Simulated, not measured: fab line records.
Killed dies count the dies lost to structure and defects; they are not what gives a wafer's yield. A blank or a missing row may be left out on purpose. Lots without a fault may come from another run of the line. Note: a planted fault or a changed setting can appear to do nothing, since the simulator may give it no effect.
Code-filled problem report in 8D (eight disciplines) form    flow berkeleyCmos170    the parts of the form that need people (team, actions taken, sign-off) are left out

## 1. THE PROBLEM
Mean NVT_TW at UCB170_NVT_TW_MEAS_09: 580 over 6 wafers in 2 lots; fault-free wafers: 531, standard deviation 6.2. That puts it +7.8 standard deviations away from the usual mean.
The first sign was on wafer L487.3 at day 9 18:42, on filmMetro-02. Wafers with a number at this step in the record: 42, from 14 lots. Rule for "out", or "out of limits": more than 4 standard deviations from the usual mean. All remaining wafers that have a number are taken as sound.

## 2. WHAT IT IS, WHAT IT ISN'T
question                     is                          is not
which readings at this step  NVT_TW                      -
which lots                   L487, L488                  L471, L472, L473, L474, L475, L476, L479, L482, L489, L490, L491, L494
which wafers of those lots   all that have a number      -
read on which gauges         filmMetro-01, filmMetro-02  filmMetro-04
when                         from day 9 18:42            up to then (24 sound wafers); but 12 sound wafers of L489, L490, L491, L494 came after

## 3. THE SUSPECTS, EACH WITH WHAT RULES IT OUT
Counting: a tool at a process step up to the reading stays a suspect if it ran every lot that is out and no sound lot after the first of them.
- the gauge at UCB170_NVT_TW_MEAS_09: ruled out. The wafers that are out were read on 2 gauges (filmMetro-01, filmMetro-02).
- implanter-01 at UCB170_NVT_IMPLANT_07: kept. It processed each lot that is out, first L487 at day 9 18:29, and no sound lot thereafter; up to then, the last sound lot it processed was L474 at day 7 07:52. Its own doseIonsCm2, faradayCurrentUA readings are out on those wafers.
Left after counting: implanter-01 at UCB170_NVT_IMPLANT_07.

## 4. THE CAUSE (what the simulator had put in)
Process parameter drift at UCB170_NVT_IMPLANT_07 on implanter-01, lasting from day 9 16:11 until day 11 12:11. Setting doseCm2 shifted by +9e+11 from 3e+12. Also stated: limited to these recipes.
The count eliminated every tool but this one.

## 5. THE EFFECT CHAIN, in route order
Rows list readings where the struck wafers' mean (over those with a number) sits beyond 3 standard deviations from the usual. Only readings for which the record gives a usual standard deviation are gone through. hours: the time from each lot's start at the first step in this table that gives one to its start at this step, as a median over the lots. sigmas: the change in usual standard deviations.
hours  step                   reading           usual  on struck wafers  change  sigmas
0      UCB170_NVT_IMPLANT_07  doseIonsCm2       3e+12  4e+12             +9e+11  +99 or more
0      UCB170_NVT_IMPLANT_07  faradayCurrentUA  9.51   12.23             +2.72   +15
0      UCB170_NVT_TW_MEAS_09  NVT_TW            531    580               +49     +7.8
Process steps it contains:
- UCB170_NVT_IMPLANT_07

## 6. HOW IT WOULD HAVE BEEN CAUGHT EARLIER
3 hours passed between the start of the fault at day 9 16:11 and the first reading out of limits at a measuring or inspecting step in this record, taken at day 9 18:42.
Tool's own readings at UCB170_NVT_IMPLANT_07, doseIonsCm2, faradayCurrentUA: out on all struck wafers the step has rows for; an alarm limit on them would have tripped on the first.
Among the 2 lots that are out, L488 began UCB170_NVT_IMPLANT_07 on implanter-01 after day 9 18:42. Had the tool been put on hold then, it would have been spared.
